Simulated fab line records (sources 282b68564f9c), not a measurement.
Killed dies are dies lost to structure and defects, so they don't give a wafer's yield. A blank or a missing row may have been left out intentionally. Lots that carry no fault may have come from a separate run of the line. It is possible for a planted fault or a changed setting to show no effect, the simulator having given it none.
The tool behind it: which one? ; flow rit_cmos ; 18 wafers sampled from 6 lots at 1 step of a route of 202

## WHAT EACH GAUGE READ, for each wafer
RIT_NRETRO_TW_MEAS_10.
lot;measured;on;NRETRO_TW
L530;day 2 17:20;film_metro-03;1067 1064 1065
L534;day 3 09:56;film_metro-03;1059 1062 1059
L540;day 4 15:42;film_metro-02;1047 1049 1049
L544;day 5 16:11;film_metro-04;1038 1044 1041
L548;day 6 10:08;film_metro-02;1048 1050 1053
L551;day 7 00:08;film_metro-02;1053 1045 1052

## WHICH TOOL RAN EACH LOT (tool, then ch and the chambers of the sampled wafers, then the start)
There is no process step in the record ahead of these readings.

## THE ANSWER, worked out from the rows above alone
Rule: usual is defined by the lots themselves. The widest of any qualifying gaps counts: lots, ordered by their means at a reading, are off when they make up no more than a third of the lots, leave a main group of 4 or more, and stand apart from it by 3 or more times the standard deviation of that group's means. The tables above print the reading to a certain number of digits; a main group whose means all agree to those digits is not used. Also off: a lot with no number at a reading for which 4 or more lots have one. Any other lot the step has rows for is counted as sound.
No lot is off at any reading shown: from this, nothing can be told.

## WHAT HAD BEEN PUT IN BY THE SIMULATOR
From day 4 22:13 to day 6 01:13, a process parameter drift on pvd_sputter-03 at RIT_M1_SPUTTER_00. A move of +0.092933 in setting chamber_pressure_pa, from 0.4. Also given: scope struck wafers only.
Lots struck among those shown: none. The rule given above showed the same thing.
